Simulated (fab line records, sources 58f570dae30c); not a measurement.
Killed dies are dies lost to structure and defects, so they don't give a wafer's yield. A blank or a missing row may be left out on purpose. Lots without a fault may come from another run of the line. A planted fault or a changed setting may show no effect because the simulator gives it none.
fab line records | flow berkeley_cmos170
record lots=5 wafers=23
route steps=331 shown M2@281 V2@299 M3@310
start_h: hours from the record's first day to the start of the lot's first wafer shown | wait_h: hours since the lot's step before | " the same as in the row above | L1.1+2: a row that stands for several wafers | - no value, or no start given | * or withheld: withheld | < > ~ a bound
route shown NAME@n: a module of which the file shows steps, and the number in the route of the first | usual: mean/standard deviation of fault-free wafers | same: alike in all rows | chamber/n: place in a boat | sites: the reading at each site | _std_site: their standard deviation | _edge_site: outer sites' mean less inner sites' | radius_mm: how far each site lies from the wafer's centre | mask NAME#n: copy n | behind: the tool/chamber that last shaped the wafer | hold: why the lot was held/for how many hours/how that ended | device: the transistor (n, p or np) that didn't switch | end of line: the same wafers' tests at the end of the route | a step without rows: its recipe alone | killed: dies lost to structure and defects at the first sort, not the wafer's yield | map: a wafer's dies, x killed, . not, _ none there
set.NAME: the setting as run; set.NAME@STEP: as run at that earlier step | model.NAME: the simulator's own value behind a step, which no gauge read
lots whose settings were changed on purpose; a table a step, a row a wafer
## steps
# step UCB170_M2_COAT_10
# recipe resist=KrF spin_rpm=1500 resist_thk_nm=900
# columns lot.wafer tool chamber start_h wait_h set.spin_rpm model.KrF_of_M2_COAT_10.thk_nm
L077.1 litho_track-03 0 - - 1500 900.7
L077.4 " 0 " " 1500 896.7
L077.6 " 0 " " 1500 899.9
L076.2 litho_track-02 0 - - 1536 891.2
L076.3 " 0 " " 1500 902.2
L076.4 " 0 " " 1500 902.6
L076.5 " 0 " " 1500 897.6
L076.6 " 0 " " 1536 890
L080.1 litho_track-03 0 - - 1463 910
L080.3 " 0 " " 1500 895.4
L080.4 " 0 " " 1500 897.3
L080.5 " 0 " " 1500 896
L080.6 " 0 " " 1463 914.4
L079.1 litho_track-02 0 - - 1390 939
L079.2 " 0 " " 1390 940.2
L079.4 " 0 " " 1390 940
L079.5 " 0 " " 1500 904.3
L079.6 " 0 " " 1500 905.2
L082.1 litho_track-03 0 - - 1453 915.5
L082.2 " 0 " " 1500 900.1
L082.3 " 0 " " 1453 913.2
L082.4 " 0 " " 1453 915.7
L082.6 " 0 " " 1500 903.4
# step UCB170_M2_SOFTBAKE_11
# recipe resist=KrF temp_c=130 time_s=60
# step UCB170_M2_EXPOSE_12
# recipe mask_id=METAL2 target_cd_nm=700 na=0.5 sigma_outer=0.6 source_shape=conventional dose_mj=26
# step UCB170_M2_ETCH_17
# recipe chemistry=N2/H2 target_depth_a=withheld overetch_a=withheld target=BARC time_s=withheld source_w=500 bias_w=100 pressure_mtorr=30 n2_flow_sccm=100 h2_flow_sccm=200
# step UCB170_M2_METAL_ETCH_18
# recipe chemistry=Cl2/BCl3 target=Al stop_on=SiO2 pressure_mtorr=12 target_depth_a=11700 over_etch_frac=0.3 time_s=195 icp_w=600 bias_w=120 Cl2_flow_sccm=90 bcl3_flow_sccm=45
# columns lot.wafer tool chamber start_h wait_h set.spin_rpm@M2_COAT_10 model.KrF_of_M2_COAT_10.thk_nm
L077.1 rie_metal-02 1 196.98 - 1500 209.9
L077.4 " 1 " " 1500 202.4
L077.6 " 1 " " 1500 207.2
L076.2 rie_metal-02 1 198.15 - 1536 195.4
L076.3 " 0 " " 1500 211.7
L076.4 " 1 " " 1500 204.8
L076.5 " 0 " " 1500 210
L076.6 " 1 " " 1536 195.3
L080.1 rie_metal-01 1 226.95 - 1463 227.1
L080.3 " 1 " " 1500 207.5
L080.4 " 0 " " 1500 206.7
L080.5 " 0 " " 1500 202.7
L080.6 " 1 " " 1463 231.2
L079.1 rie_metal-03 0 227.60 - 1390 261.3
L079.2 " 1 " " 1390 280.5
L079.4 " 1 " " 1390 276.6
L079.5 " 0 " " 1500 229.1
L079.6 " 1 " " 1500 241.8
L082.1 rie_metal-02 0 237.33 - 1453 229.8
L082.2 " 0 " " 1500 222.6
L082.3 " 0 " " 1453 234.3
L082.4 " 0 " " 1453 230.3
L082.6 " 0 " " 1500 211.5
# step UCB170_V2_COAT_07
# recipe resist=KrF spin_rpm=1500 resist_thk_nm=900
# columns lot.wafer tool chamber start_h wait_h set.resist_thk_nm model.KrF_of_V2_COAT_07.thk_nm
L077.1 litho_track-01 0 198.61 0.1 900 902.9
L077.4 " 0 " " 900 904.1
L077.6 " 0 " " 900 900.5
L076.2 litho_track-03 0 199.69 0.1 927.8 926.3
L076.3 " 0 " " 900 900.8
L076.4 " 0 " " 927.8 927.3
L076.5 " 0 " " 927.8 929.1
L076.6 " 0 " " 900 900.1
L080.1 litho_track-02 0 228.39 0.1 900 900.7
L080.3 " 0 " " 935.8 939.7
L080.4 " 0 " " 900 901.4
L080.5 " 0 " " 900 901.1
L080.6 " 0 " " 935.8 937
L079.1 litho_track-03 0 229.23 0.1 900 897.1
L079.2 " 0 " " 900 898
L079.4 " 0 " " 948.6 947.4
L079.5 " 0 " " 948.6 943.7
L079.6 " 0 " " 948.6 946.9
L082.1 litho_track-03 0 238.94 0.1 900 900.2
L082.2 " 0 " " 934.7 934.3
L082.3 " 0 " " 934.7 933.9
L082.4 " 0 " " 934.7 934.1
L082.6 " 0 " " 900 903.4
# step UCB170_V2_SOFTBAKE_08
# recipe resist=KrF temp_c=130 time_s=60
# step UCB170_V2_EXPOSE_09
# recipe mask_id=VIA2 target_cd_nm=700 na=0.5 sigma_outer=0.6 source_shape=conventional dose_mj=37
# step UCB170_V2_ETCH_14
# recipe chemistry=CHF3/CF4/Ar target=SiO2 stop_on=Al CHF3_flow_sccm=45 cf4_flow_sccm=15 Ar_flow_sccm=150 pressure_mtorr=200 rf_w=700 target_depth_a=12500 over_etch_frac=0.25 time_s=291
# step UCB170_V2_STRIP_15
# recipe chemistry=O2 power_w=400 pressure_mtorr=3500 platen_temp_c=withheld o2_flow_sccm=400 overash_fraction=0.5
# usual strip_time_to_endpoint_s=15.34/0.079
# columns lot.wafer tool chamber start_h wait_h set.resist_thk_nm@V2_COAT_07 strip_time_to_endpoint_s
L077.1 plasma_asher-03 1 199.63 0.1 900 15.42
L077.4 " 1 " " 900 15.51
L077.6 " 0 " " 900 15.32
L076.2 plasma_asher-01 1 200.69 0.1 927.8 15.87
L076.3 " 0 " " 900 15.22
L076.4 " 1 " " 927.8 15.87
L076.5 " 0 " " 927.8 15.88
L076.6 " 1 " " 900 15.32
L080.1 plasma_asher-01 1 229.42 0.1 900 15.44
L080.3 " 0 " " 935.8 16.19
L080.4 " 1 " " 900 15.38
L080.5 " 1 " " 900 15.40
L080.6 " 0 " " 935.8 16.20
L079.1 plasma_asher-04 1 230.64 0.1 900 15.20
L079.2 " 0 " " 900 15.35
L079.4 " 0 " " 948.6 16.47
L079.5 " 0 " " 948.6 16.29
L079.6 " 1 " " 948.6 16.42
L082.1 plasma_asher-01 1 240.05 0.1 900 15.40
L082.2 " 0 " " 934.7 16.06
L082.3 " 1 " " 934.7 16.18
L082.4 " 0 " " 934.7 16.14
L082.6 " 1 " " 900 15.52
# step UCB170_M3_SPUTTER_01
# recipe material=Al target_thk_nm=900 time_s=120 power_w=6000 chamber_pressure_pa=0.5
# columns lot.wafer tool chamber start_h wait_h set.chamber_pressure_pa model.Al_of_M3_SPUTTER_01.thk_nm
L077.1 pvd_sputter-04 - 199.92 0.0 0.5 904.5
L077.4 " - " " 0.5 906.6
L077.6 " - " " 0.5 898.4
L076.2 pvd_sputter-01 - 200.98 0.0 0.5624 856.1
L076.3 " - " " 0.5624 858.5
L076.4 " - " " 0.5624 860.9
L076.5 " - " " 0.5624 862.4
L076.6 " - " " 0.5624 848.2
L080.1 pvd_sputter-04 - 229.70 0.0 0.5246 886.2
L080.3 " - " " 0.5246 888.4
L080.4 " - " " 0.5246 889.8
L080.5 " - " " 0.5246 892.4
L080.6 " - " " 0.5246 884.1
L079.1 pvd_sputter-03 - 230.93 0.0 0.5699 870.7
L079.2 " - " " 0.5699 874.6
L079.4 " - " " 0.5699 872
L079.5 " - " " 0.5699 873.1
L079.6 " - " " 0.5699 863.1
L082.1 pvd_sputter-03 - 240.41 0.0 0.5 900.1
L082.2 " - " " 0.5 894.6
L082.3 " - " " 0.5 898.8
L082.4 " - " " 0.5 895.5
L082.6 " - " " 0.5 897.7
# step UCB170_M3_METAL_ETCH_18
# recipe chemistry=Cl2/BCl3 target=Al stop_on=SiO2 pressure_mtorr=12 target_depth_a=11700 over_etch_frac=0.3 time_s=195 icp_w=600 bias_w=120 Cl2_flow_sccm=90 bcl3_flow_sccm=45
# columns lot.wafer tool chamber start_h wait_h set.over_etch_frac model.KrF_of_M3_COAT_10.thk_nm
L077.1 rie_metal-03 1 202.07 - 0.3 223.9
L077.4 " 1 " " 0.3 231.3
L077.6 " 1 " " 0.3 228.6
L076.2 rie_metal-02 0 203.23 - 0.3577 179
L076.3 " 1 " " 0.3577 171.6
L076.4 " 0 " " 0.3 212.1
L076.5 " 0 " " 0.3 208.4
L076.6 " 1 " " 0.3577 173.4
L080.1 rie_metal-03 0 232.40 - 0.3 220.9
L080.3 " 0 " " 0.3 214.2
L080.4 " 1 " " 0.3 230.7
L080.5 " 0 " " 0.3886 180.6
L080.6 " 1 " " 0.3886 187
L079.1 rie_metal-04 1 233.82 - 0.3 205.4
L079.2 " 0 " " 0.3 222.5
L079.4 " 0 " " 0.3 217.5
L079.5 " 1 " " 0.3 204.6
L079.6 " 0 " " 0.3 219.1
L082.1 rie_metal-04 1 242.74 - 0.3 197.3
L082.2 " 0 " " 0.3 218.8
L082.3 " 0 " " 0.3 212.7
L082.4+6 " 1 " " 0.3 198.9
# step UCB170_M3_STRIP_19
# recipe chemistry=O2 power_w=400 pressure_mtorr=3500 platen_temp_c=withheld o2_flow_sccm=400 overash_fraction=0.5
# usual oes_product_au=0.549/0.012
# columns lot.wafer tool chamber start_h wait_h set.over_etch_frac@M3_METAL_ETCH_18 oes_product_au
L077.1 plasma_asher-02 1 202.45 0.3 0.3 0.551
L077.4 " 0 " " 0.3 0.565
L077.6 " 1 " " 0.3 0.562
L076.2 plasma_asher-03 1 203.42 0.1 0.3577 0.516
L076.3 " 1 " " 0.3577 0.506
L076.4 " 0 " " 0.3 0.538
L076.5 " 0 " " 0.3 0.542
L076.6 " 1 " " 0.3577 0.505
L080.1 plasma_asher-03 1 232.59 0.1 0.3 0.550
L080.3 " 1 " " 0.3 0.546
L080.4 " 0 " " 0.3 0.566
L080.5 " 1 " " 0.3886 0.510
L080.6 " 0 " " 0.3886 0.519
L079.1 plasma_asher-03 0 234.01 0.1 0.3 0.532
L079.2 " 1 " " 0.3 0.555
L079.4 " 1 " " 0.3 0.546
L079.5 " 0 " " 0.3 0.542
L079.6 " 1 " " 0.3 0.546
L082.1 plasma_asher-03 0 242.92 0.1 0.3 0.525
L082.2 " 1 " " 0.3 0.544
L082.3 " 1 " " 0.3 0.539
L082.4 " 0 " " 0.3 0.525
L082.6 " 1 " " 0.3 0.522
## key
split step=UCB170_M2_COAT_10 setting=spin_rpm stated=1500 by=wafer
response step=UCB170_M2_COAT_10 reading=model.KrF_of_M2_COAT_10.thk_nm change=-4.79 per=1% r=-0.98
response step=UCB170_M2_METAL_ETCH_18 reading=model.KrF_of_M2_COAT_10.thk_nm change=-5.43 per=1% r=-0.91
split step=UCB170_V2_COAT_07 setting=resist_thk_nm stated=900 by=wafer
response step=UCB170_V2_COAT_07 reading=model.KrF_of_V2_COAT_07.thk_nm change=+8.91 per=1% r=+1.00
response step=UCB170_V2_STRIP_15 reading=strip_time_to_endpoint_s change=* per=1% r=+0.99
split step=UCB170_M3_SPUTTER_01 setting=chamber_pressure_pa stated=0.5 by=lot
response step=UCB170_M3_SPUTTER_01 reading=model.Al_of_M3_SPUTTER_01.thk_nm change=-2.63 per=1% r=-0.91
split step=UCB170_M3_METAL_ETCH_18 setting=over_etch_frac stated=0.3 by=wafer
response step=UCB170_M3_METAL_ETCH_18 reading=model.KrF_of_M3_COAT_10.thk_nm change=-1.46 per=1% r=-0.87
response step=UCB170_M3_STRIP_19 reading=oes_product_au change=-0.00142 per=1% r=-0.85
